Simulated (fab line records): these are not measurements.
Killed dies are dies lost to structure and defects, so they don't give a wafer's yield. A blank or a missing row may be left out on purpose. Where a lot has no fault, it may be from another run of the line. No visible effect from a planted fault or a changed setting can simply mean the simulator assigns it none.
Which tool was responsible? | flow ritCmos | Sampling: 14 lots, 42 wafers, 4 of 202 route steps

## WHAT THE GAUGES READ, wafer by wafer
RIT_M1_CD_MEAS_90: target cd 2600 nm.
lot  | measured    | on       | cdNm (nm)
L957 | day 3 10:23 | cdSem-02 | 2596 2599 2595
L958 | day 3 16:10 | cdSem-02 | 2603 2602 2604
L959 | day 3 19:57 | cdSem-02 | 2608 2606 2607
L960 | day 4 04:31 | cdSem-02 | 2599 2599 2602
L961 | day 4 09:19 | cdSem-02 | 2598 2599 2600
L962 | day 4 13:07 | cdSem-01 | 2605 2601 2597
L966 | day 5 10:39 | cdSem-02 | 2598 2599 2598
L968 | day 5 17:30 | cdSem-02 | 2600 2602 2600
L969 | day 5 21:31 | cdSem-02 | 2604 2615 2606
L972 | day 6 13:22 | cdSem-02 | 2610 2603 2610
L973 | day 6 20:51 | cdSem-02 | 2599 2599 2599
L975 | day 7 06:11 | cdSem-01 | 2597 2600 2598
L978 | day 7 19:19 | cdSem-01 | 2606 2606 2606
L979 | day 8 03:04 | cdSem-02 | 2602 2602 2603

## TOOL THAT RAN EACH LOT (tool first, then ch and the chambers of the sampled wafers, then the start)
lot  | RIT_PLDD_STRIP_09                  | RIT_CONTACT_STRIP_12               | RIT_M1_METAL_ETCH_12
L957 | plasmaAsher-03 ch 0,1, day 2 21:59 | plasmaAsher-04 ch 0,1, day 3 07:19 | rieMetal-03 ch 0,1, day 3 09:51
L958 | plasmaAsher-03 ch 0,1, day 3 04:35 | plasmaAsher-04 ch 0,1, day 3 13:14 | rieMetal-02 ch 0,1, day 3 15:39
L959 | plasmaAsher-03 ch 0,1, day 3 08:07 | plasmaAsher-04 ch 0,1, day 3 16:49 | rieMetal-01 ch 1, day 3 19:14
L960 | plasmaAsher-02 ch 0,1, day 3 14:57 | plasmaAsher-01 ch 0,1, day 4 01:33 | rieMetal-03 ch 0,1, day 4 04:00
L961 | plasmaAsher-03 ch 0,1, day 3 21:11 | plasmaAsher-01 ch 0,1, day 4 06:16 | rieMetal-02 ch 0, day 4 08:48
L962 | plasmaAsher-01 ch 0,1, day 4 00:53 | plasmaAsher-04 ch 0,1, day 4 10:01 | rieMetal-01 ch 0,1, day 4 12:26
L966 | plasmaAsher-01 ch 0,1, day 4 22:04 | plasmaAsher-01 ch 0,1, day 5 07:38 | rieMetal-03 ch 0,1, day 5 10:10
L968 | plasmaAsher-01 ch 0,1, day 5 05:34 | plasmaAsher-04 ch 0,1, day 5 14:27 | rieMetal-01 ch 0,1, day 5 16:59
L969 | plasmaAsher-02 ch 0,1, day 5 09:32 | plasmaAsher-04 ch 0,1, day 5 18:34 | rieMetal-03 ch 0,1, day 5 20:59
L972 | plasmaAsher-01 ch 0,1, day 6 01:21 | plasmaAsher-04 ch 0,1, day 6 10:20 | rieMetal-03 ch 0,1, day 6 12:52
L973 | plasmaAsher-02 ch 0,1, day 6 07:35 | plasmaAsher-02 ch 0,1, day 6 17:17 | rieMetal-01 ch 0,1, day 6 20:21
L975 | plasmaAsher-01 ch 0,1, day 6 17:39 | plasmaAsher-01 ch 0,1, day 7 02:53 | rieMetal-01 ch 0,1, day 7 05:40
L978 | plasmaAsher-03 ch 0,1, day 7 07:02 | plasmaAsher-02 ch 0,1, day 7 16:22 | rieMetal-01 ch 0,1, day 7 18:48
L979 | plasmaAsher-02 ch 0,1, day 7 15:13 | plasmaAsher-04 ch 0,1, day 8 00:08 | rieMetal-02 ch 0,1, day 8 02:32
- RIT_PLDD_STRIP_09: strips in O2, time 180 s.
- RIT_CONTACT_STRIP_12: strips in O2, time 180 s.
- RIT_M1_METAL_ETCH_12: etches Al in Cl2/BCl3, stops on SiO2, time 165 s, target depth 600 nm.

## WHAT THE TOOLS THEMSELVES READ (means of the sampled wafers that have a number; where no wafer has one, the mark that the record gives instead)
RIT_PLDD_STRIP_09.
lot  | tool           | drypumpMotorCurrentA (A) | o2FlowSccm (sccm) | rfReflPowerW (W)
L957 | plasmaAsher-03 | 5.5                      | 4010              | 4.3
L958 | plasmaAsher-03 | 5.6                      | 4002              | 5.0
L959 | plasmaAsher-03 | 5.5                      | 4006              | 4.4
L960 | plasmaAsher-02 | 6.6                      | 3993              | 7.4
L961 | plasmaAsher-03 | 5.6                      | 4016              | 4.8
L962 | plasmaAsher-01 | 5.9                      | 3998              | 4.8
L966 | plasmaAsher-01 | 5.7                      | 4004              | 5.5
L968 | plasmaAsher-01 | 5.9                      | 3989              | 4.4
L969 | plasmaAsher-02 | 6.6                      | 3991              | 7.4
L972 | plasmaAsher-01 | 5.9                      | 4005              | 4.7
L973 | plasmaAsher-02 | 6.5                      | 4000              | 7.4
L975 | plasmaAsher-01 | 5.9                      | 3999              | 4.8
L978 | plasmaAsher-03 | 5.6                      | 4001              | 4.7
L979 | plasmaAsher-02 | 6.3                      | 3996              | 6.1

RIT_CONTACT_STRIP_12.
lot  | tool           | drypumpMotorCurrentA (A) | o2FlowSccm (sccm) | rfReflPowerW (W)
L957 | plasmaAsher-04 | 5.3                      | 4006              | 6.5
L958 | plasmaAsher-04 | 5.1                      | 4002              | 7.2
L959 | plasmaAsher-04 | 5.3                      | 4003              | 6.7
L960 | plasmaAsher-01 | 5.9                      | 4001              | 4.5
L961 | plasmaAsher-01 | 5.9                      | 3993              | 4.7
L962 | plasmaAsher-04 | 5.1                      | 4000              | 7.2
L966 | plasmaAsher-01 | 5.9                      | 3997              | 4.5
L968 | plasmaAsher-04 | 5.3                      | 4003              | 6.9
L969 | plasmaAsher-04 | 5.3                      | 3995              | 6.7
L972 | plasmaAsher-04 | 5.3                      | 4004              | 6.7
L973 | plasmaAsher-02 | 6.6                      | 4007              | 7.3
L975 | plasmaAsher-01 | 5.7                      | 3989              | 5.5
L978 | plasmaAsher-02 | 6.3                      | 3998              | 6.0
L979 | plasmaAsher-04 | 5.3                      | 4003              | 6.5

RIT_M1_METAL_ETCH_12.
lot  | tool        | drypumpMotorCurrentA (A) | heBacksideLeakSccm (sccm) | oesProductAu (a.u.) | runLengthS (s) | throttleValvePct (%)
L957 | rieMetal-03 | 6.0                      | 3.51                      | 0.769               | 193.4          | 8.38
L958 | rieMetal-02 | 5.3                      | 3.50                      | 0.765               | 193.1          | 8.43
L959 | rieMetal-01 | 5.5                      | 3.76                      | 0.758               | 193.6          | 8.42
L960 | rieMetal-03 | 6.0                      | 3.56                      | 0.764               | 193.6          | 8.38
L961 | rieMetal-02 | 5.3                      | 3.43                      | 0.772               | 193.2          | 8.58
L962 | rieMetal-01 | 4.9                      | 3.38                      | 0.767               | 193.7          | 8.21
L966 | rieMetal-03 | 6.0                      | 3.49                      | 0.776               | 193.6          | 8.37
L968 | rieMetal-01 | 5.0                      | 3.25                      | 0.760               | 194.1          | 8.19
L969 | rieMetal-03 | 5.9                      | 3.63                      | 0.846               | 171.2          | 8.28
L972 | rieMetal-03 | 6.0                      | 3.64                      | 0.919               | 149.7          | 8.35
L973 | rieMetal-01 | 5.0                      | 3.23                      | 0.772               | 193.8          | 8.21
L975 | rieMetal-01 | 5.0                      | 3.38                      | 0.772               | 193.8          | 8.19
L978 | rieMetal-01 | 5.2                      | 3.38                      | 0.765               | 193.7          | 8.32
L979 | rieMetal-02 | 5.3                      | 3.51                      | 0.782               | 193.4          | 8.30

## THE ANSWER, worked out from the rows above alone
Rule: the lots themselves supply what counts as usual. Put in order of their means at a reading, lots are off if they are a third of the lots or fewer, leave a main group of 4 or more, and stand apart from it by a gap of 3 or more times the standard deviation of the main group's means; of several such gaps the widest counts. If all means in a main group match to the digits the tables above print for the reading, that group is not used. Also off: a lot with no number at a reading for which 4 or more lots have one. Where the step has rows for the other lots, those lots are counted as sound. First the gauges in route order, then the tools' own readings, where a lot's mean is used as printed above. The first step at which some lot is off is used, and at that step the reading that is off furthest; a lot without a number counts as furthest.
Off at RIT_M1_METAL_ETCH_12 (runLengthS): L969, L972. Mean 193.6 s and standard deviation 0.26 in the main group.
A tool fits if, at that step or a process step before it, it ran every lot that is off, and no sound lot after the first of them. One fits: RIT_M1_METAL_ETCH_12 on rieMetal-03. A fault onset in the window from L966 (day 5 10:10, its last sound lot) to L969 (day 5 20:59, its first lot off) fits.
The tool's own readings at RIT_M1_METAL_ETCH_12 bear it out: on the lots that are off they differ by more than 5 times the standard deviation of the sound lots' means. oesProductAu reads 0.883 a.u. there against 0.768 a.u. on the sound lots; runLengthS reads 160.4 s there against 193.6 s on the sound lots.

## WHAT WAS PUT IN BY THE SIMULATOR
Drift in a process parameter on rieMetal-03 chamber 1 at RIT_M1_METAL_ETCH_12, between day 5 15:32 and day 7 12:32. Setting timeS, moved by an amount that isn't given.
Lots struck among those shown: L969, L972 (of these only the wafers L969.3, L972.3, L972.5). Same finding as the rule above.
